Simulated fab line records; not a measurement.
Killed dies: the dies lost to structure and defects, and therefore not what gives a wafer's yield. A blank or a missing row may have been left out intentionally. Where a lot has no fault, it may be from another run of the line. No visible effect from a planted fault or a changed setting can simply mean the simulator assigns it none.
Which tool was responsible? -- flow berkeleyCmos170 -- 45 wafers from 15 lots sampled at 4 of the route's 331 steps

WHAT EACH GAUGE READ, for each wafer
UCB170_SILICIDE_RS_MEAS_02: measures by four-point-probe.
lot,measured,on,SILICIDE_TI_RS (ohm/sq)
L863,day 8 06:44,filmMetro-01,26.5 26.5 26.0
L864,day 8 18:59,filmMetro-01,26.0 25.9 25.4
L865,day 8 19:44,filmMetro-01,26.5 26.0 26.3
L867,day 8 20:10,filmMetro-03,26.2 26.0 26.6
L868,day 9 09:29,filmMetro-04,25.9 26.1 26.0
L869,day 9 21:00,filmMetro-01,26.1 26.4 26.3
L870,day 9 21:28,filmMetro-01,26.0 26.6 25.8
L871,day 9 21:31,filmMetro-04,25.6 25.7 25.9
L872,day 10 05:24,filmMetro-01,26.4 26.7 26.2
L873,day 10 05:38,filmMetro-04,26.3 25.8 26.3
L875,day 10 15:40,filmMetro-01,26.4 26.5 26.2
L877,day 11 04:01,filmMetro-04,26.5 26.2 26.2
L878,day 11 04:05,filmMetro-03,25.8 26.1 26.5
L879,day 11 03:31,filmMetro-01,26.9 26.6 26.6
L880,day 11 10:07,filmMetro-01,26.0 25.8 26.1

UCB170_V2_THK_MEAS_01.
lot,measured,on,V2_TEOS_THK (nm)
L863,day 8 20:36,filmMetro-02,1976 1983 2051
L864,day 9 14:43,filmMetro-02,2011 1955 1993
L865,day 9 16:57,filmMetro-03,2013 1953 2049
L867,day 9 16:32,filmMetro-01,1998 2025 2018
L868,day 10 01:00,filmMetro-03,1949 2017 2045
L869,day 10 17:10,filmMetro-01,1967 1986 2006
L870,day 10 12:58,filmMetro-02,1998 2036 1988
L871,day 10 16:29,filmMetro-02,1933 1971 1946
L872,day 10 20:33,filmMetro-01,1942 1971 1975
L873,day 11 00:54,filmMetro-01,1968 1982 1958
L875,day 11 05:33,filmMetro-01,1968 2001 1999
L877,day 11 21:21,filmMetro-01,1978 1969 2012
L878,day 11 21:22,filmMetro-03,2031 1952 2003
L879,day 11 21:16,filmMetro-03,1989 2012 2016
L880,day 12 00:05,filmMetro-01,1990 2004 2031

UCB170_M3_RS_MEAS_02: measures by four-point-probe.
lot,measured,on,M3_AL_RS (ohm/sq)
L863,day 9 00:25,filmMetro-04,0.0321 0.0325 0.0322
L864,day 9 17:20,filmMetro-04,0.0321 0.0321 0.0326
L865,day 9 19:44,filmMetro-03,0.0319 0.0320 0.0316
L867,day 9 19:09,filmMetro-04,0.0318 0.0323 0.0319
L868,day 10 03:16,filmMetro-02,0.0321 0.0316 0.0317
L869,day 10 19:39,filmMetro-03,0.0324 0.0321 0.0322
L870,day 10 16:44,filmMetro-02,0.0328 0.0323 0.0322
L871,day 10 18:45,filmMetro-04,0.0318 0.0318 0.0321
L872,day 10 23:13,filmMetro-03,0.0324 0.0321 0.0320
L873,day 11 03:33,filmMetro-04,0.0319 0.0321 0.0322
L875,day 11 08:10,filmMetro-03,0.0332 0.0329 0.0319
L877,day 12 00:23,filmMetro-04,0.0329 0.0321 0.0318
L878,day 12 00:19,filmMetro-02,0.0318 0.0320 0.0315
L879,day 12 00:02,filmMetro-03,0.0330 0.0326 0.0322
L880,day 12 03:06,filmMetro-04,0.0332 0.0320 0.0324

TOOL THAT RAN EACH LOT (tool first, then ch and the chambers of the sampled wafers, then the start)
lot,UCB170_FIELD_OXIDATION_01
L863,"furnace-02 ch 0, day 5 04:29"
L864,"furnace-02 ch 0, day 5 17:51"
L865,"furnace-02 ch 0, day 5 17:51"
L867,"furnace-02 ch 0, day 5 17:51"
L868,"furnace-02 ch 0, day 6 11:14"
L869,"furnace-04 ch 0, day 6 20:42"
L870,"furnace-04 ch 0, day 6 20:42"
L871,"furnace-01 ch 0, day 7 04:07"
L872,"furnace-01 ch 0, day 7 11:19"
L873,"furnace-01 ch 0, day 7 11:19"
L875,"furnace-04 ch 0, day 7 19:07"
L877,"furnace-02 ch 0, day 8 03:48"
L878,"furnace-04 ch 0, day 8 09:19"
L879,"furnace-04 ch 0, day 8 09:19"
L880,"furnace-04 ch 0, day 8 19:06"
- UCB170_FIELD_OXIDATION_01: target thk 558.3 nm, ox time 7200 s.

WHAT THE TOOLS THEMSELVES READ (means of the sampled wafers that have a number; where no wafer has one, the mark that the record gives instead)
UCB170_FIELD_OXIDATION_01.
lot,tool,spikeTcCentreC (C),spikeTcLoadC (C),spikeTcSourceC (C),tubeCenterTempC (C),tube_center_temp_C_max
L863,furnace-02,1002.5,1026.0,1023.5,1000,1002.9
L864,furnace-02,1002.9,1026.2,1022.8,1000,1002.2
L865,furnace-02,1002.0,1025.4,1022.6,1000,1002.8
L867,furnace-02,1001.9,1026.4,1022.5,1000,1002.5
L868,furnace-02,1001.8,1026.6,1023.1,1000,1002.8
L869,furnace-04,1002.1,1030.7,1025.8,1000,1002.8
L870,furnace-04,1001.9,1030.3,1025.4,1000,1002.6
L871,furnace-01,1001.9,1026.5,1029.5,1000,1002.6
L872,furnace-01,1002.2,1027.0,1028.7,1000,1002.9
L873,furnace-01,1002.9,1026.3,1029.2,1000,1003.2
L875,furnace-04,1001.9,1031.1,1025.6,1000,1002.3
L877,furnace-02,1002.5,1025.9,1023.3,1000,1002.9
L878,furnace-04,1008.5,1036.3,1030.3,1006,1008.5
L879,furnace-04,1008.5,1037.1,1031.9,1006,1009.1
L880,furnace-04,1007.8,1036.8,1031.1,1006,1008.8

THE ANSWER, worked out from the rows above alone
Rule: usual is defined by the lots themselves. Put in order of their means at a reading, lots are off if they are a third of the lots or fewer, leave a main group of 4 or more, and stand apart from it by a gap of 3 or more times the standard deviation of the main group's means; of several such gaps the widest counts. A main group whose means are all the same, to the digits that the tables above print for the reading, isn't used. A lot without any number at a reading at which 4 lots or more have one is off too. Any other lot the step has rows for is counted as sound. Order of review: gauges by route order, followed by the tools' own readings, for which a lot's mean as printed above is used. The first step at which some lot is off is used, and at that step the reading that is off furthest; a lot without a number counts as furthest.
Off at UCB170_FIELD_OXIDATION_01 (tube_center_temp_C_max): L878, L879, L880. Mean 1002.7 and standard deviation 0.27 in the main group.
If a tool, at that step or one of the process steps before it, ran each lot that is off and ran no sound lot following the first of them, it fits. One fits: UCB170_FIELD_OXIDATION_01 on furnace-04. A fault onset in the window from L875 (day 7 19:07, its last sound lot) to L878 (day 8 09:19, its first lot off) fits.
The tool's own readings at UCB170_FIELD_OXIDATION_01 bear it out: on the lots that are off they differ by more than 5 times the standard deviation of the sound lots' means. spikeTcCentreC reads 1008.3 C there against 1002.2 C on the sound lots; tubeCenterTempC reads 1006 C there against 1000 C on the sound lots; tube_center_temp_C_max reads 1008.8 there against 1002.7 on the sound lots.

WHAT THE SIMULATOR PUT IN
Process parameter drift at UCB170_FIELD_OXIDATION_01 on furnace-04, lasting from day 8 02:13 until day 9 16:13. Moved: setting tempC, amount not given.
Shown lots that were struck: L879, L878, L880. The rule above found the same.
